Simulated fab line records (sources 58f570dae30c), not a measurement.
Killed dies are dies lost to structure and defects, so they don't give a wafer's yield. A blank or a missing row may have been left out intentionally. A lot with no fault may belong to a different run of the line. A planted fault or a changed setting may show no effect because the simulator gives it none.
fab line records    flow berkeley_cmos170
record: lots: 13  wafers: 39  last_day: 12
route steps=331 shown PFIELD@87 SACOX@99 GATE@130 PLDD@151
lots with no fault: from the same line, run without faults
start_h: hours from the record's first day to the start of the lot's first wafer shown    wait_h: time in hours since the lot's previous step    " repeats the value in the row above    L1.1+2: a single row standing in for several wafers    - no value, or no start given    * or withheld: withheld    < > ~ a bound
route shown NAME@n: NAME is a module with steps in the file, n the number in the route of the first one    usual: mean and standard deviation over wafers with no fault    same: alike in all rows    chamber/n: place in a boat    sites: per-site readings    _std_site: standard deviation across them    _edge_site: mean of outer sites minus mean of inner sites    radius_mm: how far each site lies from the wafer's centre    mask NAME#n: copy n    behind: the last tool/chamber to shape the wafer    hold: why the lot went on hold/how many hours it stayed there/how the hold came to an end    device: transistor that didn't switch, given as n, p or np    end of line: at the end of the route, the tests of the same wafers    a step with no rows: only its recipe    killed: not the wafer's yield, but the dies lost to structure and defects at the first sort    map: the dies of a wafer, with x for killed, . for not killed, _ for no die there
set.NAME: the run value of the setting; set.NAME@STEP: its run value at that earlier step    model.NAME: the simulator's own value behind a step, which no gauge read
the route's steps for a sample of lots (tables are steps, rows are wafers)
services: a tool's chamber out of use, with start hour (start_h, from the record's first day; less than 0 if before it), hours out, and reason
== steps ==
step: UCB170_PFIELD_STRIP_08
recipe: chemistry: O2  power_w: 400  pressure_mtorr: 3500  platen_temp_c: withheld  o2_flow_sccm: 400  overash_fraction: 0.5
usual: drypump_motor_current_A: 5.8/0.49  oes_product_au: 0.734/0.0049  strip_time_to_endpoint_s: 21.62/0.066
lot.wafer  tool             chamber  start_h  wait_h  drypump_motor_current_A  oes_product_au  rf_hours_counter_h  strip_time_to_endpoint_s
L549.1     plasma_asher-04  0        86.81    0.1     6.3                      0.726           41                  21.57
L549.5     "                0        "        "       6.3                      0.734           -                   21.70
L549.6     "                1        "        "       6.0                      0.735           -                   21.66
L551.3     plasma_asher-03  0        96.85    0.1     6.0                      0.738           -                   21.68
L551.5     "                1        "        "       5.1                      0.735           -                   21.62
L551.6     "                0        "        "       6.0                      0.736           -                   21.66
L554.1     plasma_asher-03  1        110.24   0.1     5.1                      0.729           35                  21.59
L554.3     "                1        "        "       5.1                      0.729           -                   21.59
L554.5     "                1        "        "       5.1                      0.732           -                   21.50
L557.1     plasma_asher-01  0        125.10   0.1     5.9                      0.735           1                   21.60
L557.4     "                1        "        "       4.8                      0.736           -                   21.64
L557.6     "                1        "        "       4.8                      0.741           -                   21.68
L555.2     plasma_asher-03  1        126.10   0.1     5.1                      0.736           38                  21.55
L555.4     "                1        "        "       5.1                      0.745           -                   21.59
L555.5     "                0        "        "       6.0                      0.733           -                   21.59
L558.1     plasma_asher-03  0        134.97   0.1     6.0                      0.732           39                  21.56
L558.4     "                1        "        "       5.1                      0.740           -                   21.53
L558.5     "                0        "        "       6.0                      0.738           -                   21.56
L559.3     plasma_asher-03  1        140.49   0.1     5.1                      0.732           -                   21.69
L559.5     "                1        "        "       5.1                      0.734           -                   21.65
L559.6     "                0        "        "       6.0                      0.731           -                   21.65
L563.1     plasma_asher-01  1        161.83   0.1     4.8                      0.729           5                   21.60
L563.3     "                0        "        "       5.9                      0.736           -                   21.70
L563.6     "                1        "        "       4.8                      0.732           -                   21.64
L565.3     plasma_asher-04  0        161.89   0.1     6.3                      0.732           -                   21.60
L565.4     "                1        "        "       6.1                      0.734           -                   21.54
L565.6     "                0        "        "       6.3                      0.735           -                   21.54
L568.2     plasma_asher-03  1        184.28   0.1     5.1                      0.741           45                  21.66
L568.4     "                1        "        "       5.1                      0.729           -                   21.65
L568.6     "                1        "        "       5.1                      0.729           -                   21.59
L569.3     plasma_asher-04  0        184.76   0.1     6.3                      0.730           -                   21.63
L569.4     "                1        "        "       6.1                      0.742           -                   21.60
L569.6     "                0        "        "       6.3                      0.728           -                   21.74
L570.2     plasma_asher-04  1        193.92   0.1     6.1                      0.731           54                  21.57
L570.3     "                1        "        "       6.1                      0.733           -                   21.70
L570.5     "                0        "        "       6.3                      0.739           -                   21.57
L571.3     plasma_asher-03  1        194.23   0.1     5.1                      0.733           -                   21.65
L571.5     "                0        "        "       6.0                      0.731           -                   21.64
L571.6     "                1        "        "       5.1                      0.729           -                   21.65
step: UCB170_SACOX_THK_MEAS_02
recipe: reads: SiO2_of_SACOX_OXIDATION_01
usual: SACOX_OXIDE_THK: 14.31/0.26
lot.wafer  tool           chamber  start_h  wait_h  SACOX_OXIDE_THK[nm]
L549.1     film_metro-02  -        106.69   0.0     14.30
L549.5     "              -        "        "       14.21
L549.6     "              -        "        "       14.14
L551.3     film_metro-04  -        119.00   0.0     14.69
L551.5     "              -        "        "       14.69
L551.6     "              -        "        "       14.52
L554.1     film_metro-03  -        127.98   0.0     15.03
L554.3     "              -        "        "       14.92
L554.5     "              -        "        "       14.84
L557.1     film_metro-03  -        142.83   0.0     14.27
L557.4     "              -        "        "       14.49
L557.6     "              -        "        "       14.52
L555.2     film_metro-02  -        142.84   0.0     13.79
L555.4     "              -        "        "       13.94
L555.5     "              -        "        "       14.13
L558.1     film_metro-02  -        151.93   0.0     13.97
L558.4     "              -        "        "       13.70
L558.5     "              -        "        "       13.85
L559.3     film_metro-02  -        154.86   0.0     14.04
L559.5     "              -        "        "       13.92
L559.6     "              -        "        "       14.06
L565.3     film_metro-02  -        180.32   0.0     14.17
L565.4     "              -        "        "       14.30
L565.6     "              -        "        "       14.12
L563.1     film_metro-02  -        180.36   0.1     14.19
L563.3     "              -        "        "       14.44
L563.6     "              -        "        "       14.26
L568.2     film_metro-03  -        201.61   0.0     14.51
L568.4     "              -        "        "       14.41
L568.6     "              -        "        "       14.26
L569.3     film_metro-04  -        201.62   0.0     14.60
L569.4     "              -        "        "       14.36
L569.6     "              -        "        "       14.55
L570.2     film_metro-02  -        212.93   0.0     14.56
L570.3     "              -        "        "       14.40
L570.5     "              -        "        "       14.21
L571.3     film_metro-03  -        212.94   0.0     14.04
L571.5     "              -        "        "       14.14
L571.6     "              -        "        "       14.10
step: UCB170_GATE_CVD_04
recipe: material: poly-Si  temp_c: 610  precursor: SiH4  time_s: 1440  pressure_mtorr: 375  target_thk_nm: 214  sih4_flow_sccm: 120
usual: zone_power_centre_pct: 27.9/2.2
lot.wafer  tool      chamber  start_h  wait_h  zone_power_centre_pct
L549.1     lpcvd-01  0        130.01   1.4     26.3
L549.5     "         0        "        "       25.4
L549.6     "         0        "        "       26.2
L551.3     lpcvd-02  0        136.84   0.4     30.0
L551.5     "         0        "        "       30.1
L551.6     "         0        "        "       29.7
L554.1     lpcvd-02  1        150.11   2.3     26.0
L554.3     "         1        "        "       26.0
L554.5     "         1        "        "       25.5
L555.2     lpcvd-01  0        163.38   0.0     25.7
L555.4     "         0        "        "       26.2
L555.5     "         0        "        "       25.9
L557.1     lpcvd-01  0        163.38   0.0     26.1
L557.4     "         0        "        "       26.2
L557.6     "         0        "        "       26.0
L558.1     lpcvd-01  1        174.44   1.1     30.7
L558.4     "         1        "        "       30.5
L558.5     "         1        "        "       30.6
L559.3     lpcvd-01  0        174.44   1.1     26.1
L559.5     "         0        "        "       25.7
L559.6     "         0        "        "       25.3
L563.1     lpcvd-01  0        202.49   0.3     25.5
L563.3     "         0        "        "       26.3
L563.6     "         0        "        "       26.0
L565.3     lpcvd-01  0        202.49   0.3     25.8
L565.4     "         0        "        "       26.0
L565.6     "         0        "        "       26.0
L568.2     lpcvd-01  0        225.20   1.6     26.1
L568.4     "         0        "        "       25.9
L568.6     "         0        "        "       26.0
L569.3     lpcvd-01  0        225.20   1.6     25.9
L569.4     "         0        "        "       25.9
L569.6     "         0        "        "       26.0
L570.2     lpcvd-02  1        232.20   0.0     25.5
L570.3     "         1        "        "       25.9
L570.5     "         1        "        "       25.7
L571.3     lpcvd-02  1        232.20   0.0     25.8
L571.5     "         1        "        "       25.4
L571.6     "         1        "        "       25.7
step: UCB170_GATE_THK_MEAS_05
recipe: reads: poly-Si_of_GATE_CVD_04
usual: GATE_POLY_THK: 213.6/2
lot.wafer  tool           chamber  start_h  wait_h  GATE_POLY_THK[nm]
L549.1     film_metro-03  -        131.41   0.0     213.6
L549.5     "              -        "        "       214.2
L549.6     "              -        "        "       215.0
L551.3     film_metro-02  -        138.26   0.0     213.2
L551.5     "              -        "        "       213.1
L551.6     "              -        "        "       214.4
L554.1     film_metro-02  -        151.51   0.0     142.6
L554.3     "              -        "        "       142.2
L554.5     "              -        "        "       141.3
L557.1     film_metro-04  -        164.78   0.0     213.5
L557.4     "              -        "        "       211.7
L557.6     "              -        "        "       213.0
L555.2     film_metro-03  -        164.79   0.0     211.9
L555.4     "              -        "        "       214.0
L555.5     "              -        "        "       212.9
L558.1     film_metro-02  -        176.54   0.0     210.2
L558.4     "              -        "        "       211.9
L558.5     "              -        "        "       210.8
L559.3     film_metro-04  -        176.56   0.0     214.0
L559.5     "              -        "        "       213.0
L559.6     "              -        "        "       211.7
L563.1     film_metro-04  -        204.59   0.0     215.9
L563.3     "              -        "        "       216.5
L563.6     "              -        "        "       217.6
L565.3     film_metro-02  -        204.61   0.0     215.5
L565.4     "              -        "        "       216.2
L565.6     "              -        "        "       215.0
L568.2     film_metro-04  -        226.61   0.0     213.8
L568.4     "              -        "        "       213.4
L568.6     "              -        "        "       214.5
L569.3     film_metro-03  -        226.62   0.0     211.0
L569.4     "              -        "        "       212.6
L569.6     "              -        "        "       213.5
L570.2     film_metro-04  -        233.61   0.0     214.8
L570.3     "              -        "        "       214.0
L570.5     "              -        "        "       215.4
L571.3     film_metro-03  -        233.62   0.0     211.3
L571.5     "              -        "        "       212.3
L571.6     "              -        "        "       210.7
step: UCB170_GATE_ETCH_15
recipe: chemistry: HBr/Cl2  target: poly-Si  stop_on: SiO2  over_etch_frac: 0.2782  icp_w: 300  bias_w: 150  time_s: 56.3  pressure_mtorr: 15  HBr_flow_sccm: 150  Cl2_flow_sccm: 50  target_depth_a: 2782
usual: drypump_motor_current_A: 5.5/0.46  mfc_cl2_sccm: 50.01/0.13  oes_product_au: 0.831/0.013  throttle_valve_pct: 26.38/0.27
lot.wafer  tool       chamber  start_h  wait_h  drypump_motor_current_A  mfc_cl2_sccm  oes_product_au  rf_hours_counter_h  throttle_valve_pct
L549.1     rie_si-02  1        132.80   -       5.1                      49.80         0.845           76                  26.18
L549.5     "          1        "        "       5.1                      50.04         0.846           -                   26.17
L549.6     "          0        "        "       6.2                      49.75         0.832           -                   26.70
L551.3     rie_si-02  1        139.99   -       5.1                      49.84         0.842           76                  26.18
L551.5     "          0        "        "       6.2                      50.18         0.830           -                   26.71
L551.6     "          3        "        "       5.0                      50.01         0.854           -                   26.87
L554.1     rie_si-02  3        153.09   -       5.0                      50.06         0.668           0                   26.87
L554.3     "          1        "        "       5.1                      49.91         0.655           76                  26.19
L554.5     "          3        "        "       5.0                      49.86         0.659           -                   26.87
L557.1     rie_si-01  1        166.00   -       5.9                      50.01         0.813           51                  26.04
L557.4     "          0        "        "       5.8                      50.06         0.827           63                  26.21
L557.6     "          2        "        "       5.5                      50.03         0.833           -                   26.20
L555.2     rie_si-01  1        166.39   -       5.9                      49.97         0.817           51                  26.02
L555.4     "          2        "        "       5.5                      50.22         0.852           1                   26.20
L555.5     "          3        "        "       4.7                      50.01         0.811           -                   26.49
L558.1     rie_si-02  0        178.39   -       6.2                      50.23         0.832           24                  26.70
L558.4     "          2        "        "       5.6                      49.95         0.812           0                   26.47
L558.5     "          3        "        "       5.0                      50.12         0.843           -                   26.87
L559.3     rie_si-01  0        178.67   -       5.8                      50.14         0.834           63                  26.22
L559.5     "          1        "        "       5.8                      50.10         0.818           -                   26.03
L559.6     "          0        "        "       5.8                      50.22         0.825           -                   26.22
L565.3     rie_si-01  0        206.13   -       5.8                      49.96         0.831           63                  26.23
L565.4     "          3        "        "       4.7                      50.13         0.823           102                 26.50
L565.6     "          3        "        "       4.7                      50.05         0.824           -                   26.48
L563.1     rie_si-01  1        206.49   -       5.9                      50.04         0.816           51                  26.03
L563.3     "          2        "        "       5.5                      50.26         0.849           1                   26.21
L563.6     "          1        "        "       5.8                      50.02         0.830           -                   26.03
L568.2     rie_si-02  2        227.78   -       5.6                      49.90         0.820           1                   26.47
L568.4     "          0        "        "       6.3                      50.13         0.835           24                  26.67
L568.6     "          1        "        "       5.1                      49.77         0.847           -                   26.19
L569.3     rie_si-01  0        228.18   -       5.8                      49.95         0.817           63                  26.22
L569.4     "          3        "        "       4.7                      50.05         0.815           102                 26.50
L569.6     "          1        "        "       5.9                      50.20         0.811           -                   26.03
L571.3     rie_si-02  0        235.03   -       6.2                      50.00         0.832           24                  26.70
L571.5     "          1        "        "       5.1                      50.09         0.848           -                   26.18
L571.6     "          2        "        "       5.6                      50.12         0.811           -                   26.47
L570.2     rie_si-01  0        235.48   -       5.8                      50.15         0.833           63                  26.20
L570.3     "          1        "        "       5.9                      50.14         0.817           51                  26.03
L570.5     "          3        "        "       4.7                      49.91         0.815           -                   26.48
step: UCB170_PLDD_CD_MEAS_06
recipe: target_cd_nm: 1200
usual: cd_nm: 1200.2/1.7
lot.wafer  tool       chamber  start_h  wait_h  cd_nm
L549.1     cd_sem-02  -        134.51   -       1201.2
L549.5     "          -        "        "       1201.5
L549.6     "          -        "        "       1201.0
L551.3     cd_sem-01  -        141.73   -       1200.1
L551.5     "          -        "        "       1200.1
L551.6     "          -        "        "       1199.0
L554.1     cd_sem-01  -        154.90   -       1204.0
L554.3     "          -        "        "       1203.0
L554.5     "          -        "        "       1201.9
L557.1     cd_sem-01  -        167.44   -       1201.9
L557.4     "          -        "        "       1200.5
L557.6     "          -        "        "       1202.4
L555.2     cd_sem-01  -        168.21   -       1197.6
L555.4     "          -        "        "       1197.7
L555.5     "          -        "        "       1199.0
L558.1     cd_sem-01  -        180.47   -       1201.1
L558.4     "          -        "        "       1200.9
L558.5     "          -        "        "       1200.2
L559.3     cd_sem-01  -        180.78   -       1200.0
L559.5     "          -        "        "       1201.4
L559.6     "          -        "        "       1200.2
L565.3     cd_sem-01  -        207.70   -       1200.0
L565.4     "          -        "        "       1201.5
L565.6     "          -        "        "       1201.4
L563.1     cd_sem-01  -        208.17   -       1199.2
L563.3     "          -        "        "       1197.9
L563.6     "          -        "        "       1196.7
L568.2     cd_sem-02  -        229.34   -       1201.5
L568.4     "          -        "        "       1201.5
L568.6     "          -        "        "       1201.0
L569.3     cd_sem-01  -        229.91   -       1202.2
L569.4     "          -        "        "       1202.5
L569.6     "          -        "        "       1201.3
L571.3     cd_sem-01  -        236.71   -       1198.6
L571.5     "          -        "        "       1199.0
L571.6     "          -        "        "       1199.2
L570.2     cd_sem-01  -        237.08   -       1202.2
L570.3     "          -        "        "       1202.2
L570.5     "          -        "        "       1203.6
== services ==
tool             chamber  start_h  hours  kind
plasma_asher-01  -        78.97    15.6   pm
lpcvd-01         -        86.56    3.1    repair
rie_si-02        3        95.92    -      clean
rie_si-02        3        95.92    23.6   scheduled_down
rie_si-02        3        95.92    23.6   vent_cycle
plasma_asher-01  -        108.75   9.0    pm
plasma_asher-01  0        108.75   9.0    vent_cycle
plasma_asher-01  1        108.75   9.0    vent_cycle
plasma_asher-01  0        117.75   -      clean
plasma_asher-01  1        117.75   -      clean
plasma_asher-04  -        145.39   2.4    repair
rie_si-02        0        152.93   4.6    repair
rie_si-01        -        152.99   2.8    pm
rie_si-01        0        199.01   5.7    repair
lpcvd-02         -        214.07   0.8    repair
== key ==
first_sign: step: UCB170_GATE_THK_MEAS_05  reading: GATE_POLY_THK  direction: down  sigmas: 37  usual: 213.6  struck: 142.0
effect: step: UCB170_GATE_ETCH_15  reading: oes_product_au  direction: down  sigmas: 13  usual: 0.831  struck: 0.661
met_at UCB170_GATE_CVD_04
struck_lots L554
struck_wafers L554.1,L554.3,L554.5
tester_left_out L554
not_acting_at UCB170_PFIELD_STRIP_08,UCB170_SACOX_THK_MEAS_02,UCB170_PLDD_CD_MEAS_06
fault: kind: process_parameter_drift  tool: lpcvd-02  chamber: 1  onset_h: 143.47  steps: UCB170_GATE_CVD_04  channel: target_thk_nm  offset: -71.142  shape: step  end_h: 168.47  acts_in: these_recipes_only  stated: 214
tester_left_out: of these lots the tester's yield and bins aren't shown, on N5 and GAA mostly nor the transistor test; their killed dies are dies lost to structure and defects alone, not to doping, threshold or leakage, so they don't give the yield
